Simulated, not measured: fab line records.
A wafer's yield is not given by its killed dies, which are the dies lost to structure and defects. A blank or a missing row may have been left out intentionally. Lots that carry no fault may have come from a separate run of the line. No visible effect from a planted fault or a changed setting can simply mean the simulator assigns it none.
Matching of chambers ; flow rit-cmos ; RIT_GATE_ETCH_19 on rie-si-01: 4 sister chambers
The step etches poly-Si in SF6/CHF3/O2, stops on SiO2, time 165 s, target depth 312.5 nm. 8 wafers are shown with their chamber, then 7 later ones without.

## WAFERS WITH THEIR CHAMBER
wafer;chamber;drypump-motor-current-A (A);throttle-valve-pct (%)
L850.1;0;6.12;9.97
L850.2;1;5.79;10.28
L850.3;3;5.40;10.06
L852.4;1;5.77;10.26
L862.3;0;6.11;9.96
L862.6;2;6.35;10.23
L866.1;3;5.44;10.06
L866.2;2;6.34;10.24

## WAFERS WITH NO CHAMBER GIVEN
wafer;drypump-motor-current-A (A);throttle-valve-pct (%)
L866.5;6.35;10.22
L868.4;5.38;10.05
L868.5;6.29;10.23
L868.6;5.79;10.28
L870.1;5.45;10.07
L870.5;5.79;10.27
L870.6;6.32;10.24

## THE CHAMBER EACH PASSED THROUGH
wafer;from the rows above;in truth
L866.5;2;2
L868.4;3;3
L868.5;2;2
L868.6;1;1
L870.1;3;3
L870.5;1;1
L870.6;2;2
Placed correctly: 7 of 7. Number that these rows cannot place: 0. Placed wrongly: 0.
How it was worked out, from the rows above alone: a wafer's distance from a chamber is the root of the sum, over the readings, of the square of ((its reading less the chamber's mean) divided by the reading's scatter). If the next closest chamber is less than 2 further off than the closest, the wafer can't be placed; otherwise it belongs to the closest. Each chamber's mean is taken over the wafers shown for it. The scatter: take each reading less its chamber's mean, square it, sum over the shown wafers, divide by the number of wafers less the number of chambers, and take the root.
